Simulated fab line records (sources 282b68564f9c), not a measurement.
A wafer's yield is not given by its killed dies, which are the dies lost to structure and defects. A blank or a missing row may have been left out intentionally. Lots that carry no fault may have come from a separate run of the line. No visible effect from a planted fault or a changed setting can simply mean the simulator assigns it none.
A struck lot beside a sound one ; flow rit-cmos ; 44 out of 202 route steps
Sound: these wafers, L489.1, L489.5, L489.6. Wafers L500.2, L500.3, L500.6 were the ones struck. The cause is named last.
Each step with rows lists, per side, the tool, then ch with its chambers, then its first start. Under that, the readings that differ: sound wafers ; struck wafers ; difference of the means ; sigmas: that difference in standard deviations of wafers without a fault.
alike: a reading whose means differ by less than 2 such deviations, as well as words and numbers matching on both sides. not compared: withheld readings; readings where some wafer has no value; bounds like >300 that might hide an equal value; numbers whose values overlap and for which the record gives no deviation.
The two part at a step that has a row with sigmas, a row that says differs or no value, or rows on one side only. When numbers do not overlap yet have no deviation, they are printed without sigmas and do not part them. A reading that every wafer of one side lacks parts them only if that side has two wafers or more.

first, 3 steps without rows for these wafers: RIT_REOX_CLEAN_01 (cleans in dHF, time 30 s); RIT_REOX_CLEAN_02 (cleans in SC2, time 600 s); RIT_REOX_OXIDATION_03 (target thk 25.2 nm, ox time 5580 s).
RIT_REOX_THK_MEAS_04:
  sound on film-metro-04 at day 5 10:00; struck on film-metro-03 at day 7 13:06
  alike: REOX_OXIDE_THK
then, 6 steps without rows for these wafers: RIT_NLDD_HMDS_00 (prime time 60 s); RIT_NLDD_COAT_01 (resist thk 1000 nm); RIT_NLDD_SOFTBAKE_02 (time 60 s); RIT_NLDD_EXPOSE_03 (exposes mask M7, target cd 40700 nm); RIT_NLDD_PEB_04; RIT_NLDD_DEVELOP_05 (develop time 50 s).
RIT_NLDD_OVL_MEAS_06:
  sound on overlay-01 at day 5 11:02; struck on overlay-01 at day 7 14:00
  alike: NLDD_OVL
then, 1 step without rows for these wafers: RIT_NLDD_HARDBAKE_07 (time 60 s).
RIT_NLDD_IMPLANT_08:
  sound on implanter-04 ch 0, day 5 11:13; struck on implanter-04 ch 0, day 7 14:13
  alike: dose-ions-cm2
RIT_NLDD_STRIP_09: strips in O2, time 180 s.
  sound on plasma-asher-02 ch 0,1, day 5 11:22; struck on plasma-asher-02 ch 0,1, day 7 14:20
  alike: drypump-motor-current-A
  not compared: rf-hours-counter-h
RIT_NLDD_TW_MEAS_10:
  sound on film-metro-04 at day 5 11:32; struck on film-metro-03 at day 7 14:31
  alike: NLDD_TW
then, 6 steps without rows for these wafers: RIT_PLDD_HMDS_00 (prime time 60 s); RIT_PLDD_COAT_01 (resist thk 1000 nm); RIT_PLDD_SOFTBAKE_02 (time 60 s); RIT_PLDD_EXPOSE_03 (exposes mask M8, target cd 40900 nm); RIT_PLDD_PEB_04; RIT_PLDD_DEVELOP_05 (develop time 50 s).
RIT_PLDD_OVL_MEAS_06:
  sound on overlay-02 at day 5 12:27; struck on overlay-02 at day 7 15:33
  alike: PLDD_OVL
then, 2 steps without rows for these wafers: RIT_PLDD_HARDBAKE_07 (time 60 s); RIT_PLDD_IMPLANT_08.
RIT_PLDD_STRIP_09: strips in O2, time 180 s.
  sound on plasma-asher-01 ch 0,1, day 5 12:47; struck on plasma-asher-01 ch 1, day 7 15:53
  alike: drypump-motor-current-A
  not compared: rf-hours-counter-h
RIT_PLDD_TW_MEAS_10:
  sound on film-metro-01 at day 5 12:58; struck on film-metro-03 at day 7 16:04
reading;sound;struck;difference;sigmas
PLDD_TW;2327 2332 2327;2372 2360 2369;+38;+2
then, 4 steps without rows for these wafers: RIT_SPACER_CLEAN_00 (cleans in SC1, time 600 s); RIT_SPACER_CLEAN_01 (cleans in dHF, time 30 s); RIT_SPACER_CLEAN_02 (cleans in SC2, time 600 s); RIT_SPACER_CVD_03 (deposits Si3N4 from SiH2Cl2/NH3, target thk 250 nm, time 3300 s).
RIT_SPACER_THK_MEAS_04:
  sound on film-metro-02 at day 5 15:20; struck on film-metro-02 at day 7 18:26
  alike: SPACER_NITRIDE_THK
RIT_SPACER_ETCHBACK_05: etches Si3N4 in SF6/CHF3, stops on SiO2, target depth 250 nm, time 240 s.
  sound on rie-diel-04 ch 0,1,3, day 5 15:24; struck on rie-diel-01 ch 2,3, day 7 18:29
  alike: drypump-motor-current-A, oes-product-au, rf-fwd-power-W, throttle-valve-pct
  not compared: rf-hours-counter-h
then, 6 steps without rows for these wafers: RIT_NSD_HMDS_00 (prime time 60 s); RIT_NSD_COAT_01 (resist thk 1000 nm); RIT_NSD_SOFTBAKE_02 (time 60 s); RIT_NSD_EXPOSE_03 (exposes mask M9, target cd 40700 nm); RIT_NSD_PEB_04; RIT_NSD_DEVELOP_05 (develop time 50 s).
RIT_NSD_OVL_MEAS_06:
  sound on overlay-01 at day 5 16:24; struck on overlay-02 at day 7 19:37
  alike: NSD_OVL
then, 2 steps without rows for these wafers: RIT_NSD_HARDBAKE_07 (time 60 s); RIT_NSD_IMPLANT_08.
RIT_NSD_STRIP_09: strips in O2, time 180 s.
  sound on plasma-asher-02 ch 0,1, day 5 16:44; struck on plasma-asher-03 ch 0,1, day 7 19:57
  alike: drypump-motor-current-A
  not compared: rf-hours-counter-h
RIT_SDANNEAL_RS_MEAS_07: measurement is done with a four-point probe.
  sound on film-metro-01 at day 5 19:18; struck on film-metro-04 at day 7 22:26
reading;sound;struck;difference;sigmas
NLDD_RS (ohm/sq);151.8 151.5 151.4;157.3 157.0 155.8;+5.1;+9
RIT_M1_PROBE_99:
  sound on prober-02 at day 6 02:31; struck on prober-01 at day 8 05:44
reading;sound;struck;difference;sigmas
model.etest.nldd.rs-ohm-sq-range;11.48 14.18 9.34;130.9 132 143.9;+123.9;
model.etest.nmos_0p15.drive-ua-um-range;12.03 6.746 11.35;60.83 53.58 53.08;+45.79;
model.etest.nmos_0p15.vt-v-range;0.003702 0.007292 0.008739;0.01663 0.01904 0.0224;+0.01278;
  alike: killed-at-contacts, killed-at-front-end, killed-dies, killed-open, killed-short

## WHERE THEY PART
First at RIT_PLDD_TW_MEAS_10; last, within this record, at RIT_SDANNEAL_RS_MEAS_07. Later steps at which nothing parts them and some readings are alike: RIT_M1_PROBE_99.

WHY: whatever the simulator had introduced
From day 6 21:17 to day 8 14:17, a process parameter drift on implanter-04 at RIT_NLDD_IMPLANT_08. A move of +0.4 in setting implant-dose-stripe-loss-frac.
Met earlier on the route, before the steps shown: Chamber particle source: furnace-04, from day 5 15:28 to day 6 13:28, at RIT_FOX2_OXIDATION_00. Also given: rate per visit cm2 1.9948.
